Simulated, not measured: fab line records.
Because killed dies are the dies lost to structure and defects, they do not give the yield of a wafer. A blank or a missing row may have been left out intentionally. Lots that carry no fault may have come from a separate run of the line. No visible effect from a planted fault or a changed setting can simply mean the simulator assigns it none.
fab line records ; flow rit-cmos ; part 2 of 2: steps 37 to 49 of 49
record lots=5; wafers=15; last-day=7
route steps=202 shown NWELL@28 PWELL@39 WELLDRIVE@50 NRETRO@53 PRETRO@64 GATE@75
lots that met no fault: taken from a fault-free run of the same line
start-h: the number of hours between the record's first day and the start of the first shown wafer of the lot ; wait-h: hours elapsed since this lot's preceding step ; " identical to the entry in the row above ; L1.1+2: one row covering several wafers at once ; - either no value or no given start ; * or withheld: withheld ; < > ~ a bound
route shown NAME@n: names a module that has steps shown in the file, with the first one's number in the route ; usual: the fault-free wafers' mean and standard deviation ; same: alike in all rows ; chamber/n: place in a boat ; sites: the reading at each site ; _std_site: the values' standard deviation ; _edge_site: mean of outer sites minus mean of inner sites ; radius-mm: for every site, how far away it sits from the centre of the wafer ; mask NAME#n: copy n ; behind: the tool/chamber that last shaped the wafer ; hold: cause of the lot's hold/its duration in hours/its outcome ; device: whichever transistor did not switch (one of n, p or np) ; end of line: at the end of the route, the tests of the same wafers ; a step with no rows: only its recipe ; killed: dies that structure and defects cost at the first sort, which is not the same as the wafer's yield ; map: a wafer's dies, marking killed ones x, the rest . and places with no die _
set.NAME: the setting that was run; set.NAME@STEP: the one run at that earlier step ; model.NAME: the simulator's own value behind a step, which no gauge read
lots seen at some steps along the route; tables by step, rows by wafer
services: the hour from which a tool's chamber was out of use, counted from the record's first day as start-h (under 0 if before that day), plus the number of hours and why
## steps
# step RIT_PRETRO_HMDS_00
# recipe prime-time-s=60; prime-temp-c=140
lot.wafer;tool;chamber;start-h;wait-h
L074.2+3+5;litho-track-02;0;32.70;0.1
L077.1+2+5;litho-track-02;0;46.55;0.1
L088.3+5+6;litho-track-01;0;107.40;0.1
L091.3+5+6;litho-track-02;0;120.92;0.1
L094.4+5+6;litho-track-01;0;133.84;0.1
# step RIT_PRETRO_COAT_01
# recipe resist=NOVOLAK; spin-rpm=2000; resist-thk-nm=1300
lot.wafer;tool;chamber;start-h;wait-h
L074.2+3+5;litho-track-02;0;32.85;0.1
L077.1+2+5;litho-track-02;0;46.70;0.1
L088.3+5+6;litho-track-01;0;107.55;0.1
L091.3+5+6;litho-track-02;0;121.07;0.1
L094.4+5+6;litho-track-01;0;133.99;0.1
# step RIT_PRETRO_SOFTBAKE_02
# recipe resist=NOVOLAK; temp-c=90; time-s=60
lot.wafer;tool;chamber;start-h;wait-h
L074.2+3+5;litho-track-02;0;33.00;0.1
L077.1+2+5;litho-track-02;0;46.85;0.1
L088.3+5+6;litho-track-01;0;107.70;0.1
L091.3+5+6;litho-track-02;0;121.22;0.1
L094.4+5+6;litho-track-01;0;134.14;0.1
# step RIT_PRETRO_EXPOSE_03
# recipe mask-id=M5; na=0.57; target-cd-nm=43700; dose-mj=250
lot.wafer;tool;chamber;start-h;wait-h;mask
L074.2+3+5;iline-stepper-02;0;33.14;0.1;M5#0
L077.1+2+5;iline-stepper-01;0;47.00;0.1;M5#0
L088.3+5+6;iline-stepper-01;0;107.84;0.1;M5#0
L091.3+5+6;iline-stepper-01;0;121.36;0.1;M5#0
L094.4+5+6;iline-stepper-01;0;134.27;0.1;M5#0
# step RIT_PRETRO_PEB_04
# recipe resist=NOVOLAK; temp-c=withheld; time-s=withheld
lot.wafer;tool;chamber;start-h;wait-h
L074.2+3+5;litho-track-01;0;33.26;0.1
L077.1+2+5;litho-track-02;0;47.12;0.1
L088.3+5+6;litho-track-01;0;107.96;0.1
L091.3+5+6;litho-track-01;0;121.48;0.1
L094.4+5+6;litho-track-01;0;134.41;0.1
# step RIT_PRETRO_DEVELOP_05
# recipe resist=NOVOLAK; develop-time-s=68; dev-temp-c=23
# same develop-time-s=68
lot.wafer;tool;chamber;start-h;wait-h
L074.2+3+5;litho-track-01;0;-;-
L077.1+2+5;litho-track-02;0;-;-
L088.3+5+6;litho-track-01;0;-;-
L091.3+5+6;litho-track-01;0;-;-
L094.4+5+6;litho-track-01;0;-;-
# step RIT_PRETRO_OVL_MEAS_06
# usual PRETRO_OVL=-0.5/1.5
lot.wafer;tool;chamber;start-h;wait-h;PRETRO_OVL[nm]
L074.2;overlay-02;-;33.56;-;-3.7
L074.3;overlay-02;-;33.56;-;-3.0
L074.5;overlay-02;-;33.56;-;-4.0
L077.1;overlay-02;-;47.43;-;-1.5
L077.2;overlay-02;-;47.43;-;-2.8
L077.5;overlay-02;-;47.43;-;-0.3
L088.3;overlay-01;-;108.24;-;-0.6
L088.5;overlay-01;-;108.24;-;0.7
L088.6;overlay-01;-;108.24;-;0.5
L091.3;overlay-01;-;121.76;-;1.8
L091.5;overlay-01;-;121.76;-;-0.3
L091.6;overlay-01;-;121.76;-;0.3
L094.4;overlay-01;-;134.66;-;-0.8
L094.5;overlay-01;-;134.66;-;-1.0
L094.6;overlay-01;-;134.66;-;0.4
# step RIT_PRETRO_HARDBAKE_07
# recipe resist=NOVOLAK; temp-c=140; time-s=120
lot.wafer;tool;chamber;start-h;wait-h
L074.2+3+5;litho-track-04;0;33.63;0.1
L077.1+2+5;litho-track-01;0;47.47;0.0
L088.3+5+6;litho-track-02;0;108.35;0.1
L091.3+5+6;litho-track-04;0;121.87;0.1
L094.4+5+6;litho-track-04;0;134.81;0.1
# step RIT_PRETRO_IMPLANT_08
# recipe species=B; energy-kev=45; dose-cm2=1.2e+13; tilt-deg=7
# usual beam-energy-keV=45.001/0.014; tilt-deg=7.005/0.019
lot.wafer;tool;chamber;start-h;wait-h;beam-energy-keV;tilt-deg
L074.2;implanter-02;0;33.86;0.2;45.009;7.026
L074.3;implanter-02;0;33.86;0.2;44.983;7.028
L074.5;implanter-02;0;33.86;0.2;44.998;7.034
L077.1;implanter-01;0;47.72;0.2;45.011;6.995
L077.2;implanter-01;0;47.72;0.2;45.009;7.024
L077.5;implanter-01;0;47.72;0.2;45.023;7.006
L088.3;implanter-02;0;108.56;0.2;44.998;7.009
L088.5;implanter-02;0;108.56;0.2;45.010;7.021
L088.6;implanter-02;0;108.56;0.2;45.013;7.027
L091.3;implanter-02;0;122.08;0.2;44.989;6.988
L091.5;implanter-02;0;122.08;0.2;45.019;6.997
L091.6;implanter-02;0;122.08;0.2;45.006;6.995
L094.4;implanter-02;0;135.01;0.2;44.999;6.999
L094.5;implanter-02;0;135.01;0.2;45.007;7.010
L094.6;implanter-02;0;135.01;0.2;44.997;7.024
# step RIT_PRETRO_STRIP_09
# recipe chemistry=O2; time-s=180; resist=NOVOLAK; platen-temp-c=withheld; power-w=500; pressure-mtorr=4000; o2-flow-sccm=4000
# usual drypump-motor-current-A=5.89/0.29
lot.wafer;tool;chamber;start-h;wait-h;drypump-motor-current-A;rf-hours-counter-h
L074.2;plasma-asher-03;0;33.99;0.1;6.15;36
L074.3;plasma-asher-03;1;33.99;0.1;6.07;-
L074.5;plasma-asher-03;1;33.99;0.1;6.07;-
L077.1;plasma-asher-03;0;47.87;0.1;6.16;37
L077.2;plasma-asher-03;1;47.87;0.1;6.08;37
L077.5;plasma-asher-03;1;47.87;0.1;6.06;-
L088.3;plasma-asher-04;0;108.72;0.1;6.10;-
L088.5;plasma-asher-04;1;108.72;0.1;5.30;-
L088.6;plasma-asher-04;0;108.72;0.1;6.11;-
L091.3;plasma-asher-03;1;122.24;0.1;6.10;-
L091.5;plasma-asher-03;1;122.24;0.1;6.09;-
L091.6;plasma-asher-03;0;122.24;0.1;6.16;-
L094.4;plasma-asher-03;0;135.14;0.1;6.17;-
L094.5;plasma-asher-03;1;135.14;0.1;6.08;-
L094.6;plasma-asher-03;0;135.14;0.1;6.16;-
# step RIT_PRETRO_TW_MEAS_10
# usual PRETRO_TW=476/5.3
lot.wafer;tool;chamber;start-h;wait-h;PRETRO_TW
L074.2;film-metro-01;-;34.17;0.1;487
L074.3;film-metro-01;-;34.17;0.1;486
L074.5;film-metro-01;-;34.17;0.1;486
L077.1;film-metro-03;-;48.04;0.1;479
L077.2;film-metro-03;-;48.04;0.1;481
L077.5;film-metro-03;-;48.04;0.1;479
L088.3;film-metro-03;-;108.86;0.1;478
L088.5;film-metro-03;-;108.86;0.1;474
L088.6;film-metro-03;-;108.86;0.1;475
L091.3;film-metro-03;-;122.38;0.1;477
L091.5;film-metro-03;-;122.38;0.1;476
L091.6;film-metro-03;-;122.38;0.1;477
L094.4;film-metro-03;-;135.29;0.1;481
L094.5;film-metro-03;-;135.29;0.1;480
L094.6;film-metro-03;-;135.29;0.1;477
# step RIT_GATE_WET_ETCH_00
# recipe chemistry=BOE; target=SiO2; target-depth-nm=56; time-s=60; dry=n2-spin; dilution=10:1; temp-c=21.5
# usual bath-heat-duty-pct=1.8/0.39
lot.wafer;tool;chamber;start-h;wait-h;bath-heat-duty-pct
L074.2;wet-bench-03;1;34.22;0.0;1.4
L074.3;wet-bench-03;1;34.22;0.0;1.5
L074.5;wet-bench-03;1;34.22;0.0;1.5
L077.1;wet-bench-01;1;48.10;0.1;2.1
L077.2;wet-bench-01;1;48.10;0.1;2.5
L077.5;wet-bench-01;1;48.10;0.1;2.1
L088.3;wet-bench-01;1;108.90;0.0;2.6
L088.5;wet-bench-01;1;108.90;0.0;1.7
L088.6;wet-bench-01;1;108.90;0.0;2.7
L091.3;wet-bench-03;0;122.42;0.0;1.4
L091.5;wet-bench-03;0;122.42;0.0;1.5
L091.6;wet-bench-03;0;122.42;0.0;1.8
L094.4;wet-bench-01;1;135.32;0.0;2.3
L094.5;wet-bench-01;1;135.32;0.0;2.1
L094.6;wet-bench-01;1;135.32;0.0;2.2
# step RIT_GATE_CLEAN_01
# recipe chemistry=SC1; mix=3:3:50; time-s=600; temp-c=75
# usual bath-guard-temp-C=74.8/0.44; bath-heat-duty-pct=16.4/1.6
lot.wafer;tool;chamber;start-h;wait-h;bath-guard-temp-C;bath-heat-duty-pct
L074.2;wet-bench-02;2;34.25;0.0;75.3;13.2
L074.3;wet-bench-02;2;34.25;0.0;74.8;14.9
L074.5;wet-bench-02;2;34.25;0.0;74.9;14.4
L077.1;wet-bench-02;0;48.13;0.0;74.2;17.6
L077.2;wet-bench-02;0;48.13;0.0;74.4;18.8
L077.5;wet-bench-02;0;48.13;0.0;74.8;16.3
L088.3;wet-bench-02;0;108.92;0.0;74.4;16.0
L088.5;wet-bench-02;0;108.92;0.0;74.5;15.4
L088.6;wet-bench-02;0;108.92;0.0;74.4;17.1
L091.3;wet-bench-03;2;122.44;0.0;74.7;14.6
L091.5;wet-bench-03;2;122.44;0.0;75.1;15.4
L091.6;wet-bench-03;2;122.44;0.0;75.2;16.6
L094.4;wet-bench-02;2;135.34;0.0;75.1;12.8
L094.5;wet-bench-02;2;135.34;0.0;74.6;12.8
L094.6;wet-bench-02;2;135.34;0.0;74.9;13.7
## services
tool;chamber;start-h;hours;kind
iline-stepper-01;-;0.31;2.1;pm
iline-stepper-01;-;2.39;-;consumable-replace:lamp
implanter-03;-;2.41;4.1;pm
iline-stepper-01;-;11.45;1.7;pm
implanter-04;-;13.28;28.8;repair
wet-bench-01;-;14.31;1.5;repair
implanter-01;-;16.89;2.6;repair
implanter-03;-;19.19;0.8;repair
plasma-asher-03;-;23.76;2.9;repair
wet-bench-03;-;25.44;4.4;pm
iline-stepper-02;-;44.25;6.6;repair
furnace-04;-;71.96;19.4;pm
wet-bench-02;-;75.03;3.9;repair
implanter-02;-;87.65;5.7;repair
implanter-01;-;91.33;1.1;repair
plasma-asher-02;-;104.47;14.6;pm
iline-stepper-02;-;106.89;30.5;repair
plasma-asher-04;-;108.84;9.0;pm
plasma-asher-04;0;108.84;9.0;vent-cycle
plasma-asher-04;1;108.84;9.0;vent-cycle
iline-stepper-02;0;114.04;-;calibration
plasma-asher-04;0;117.84;-;clean
wet-bench-01;-;121.96;4.6;repair
iline-stepper-01;0;131.76;-;calibration
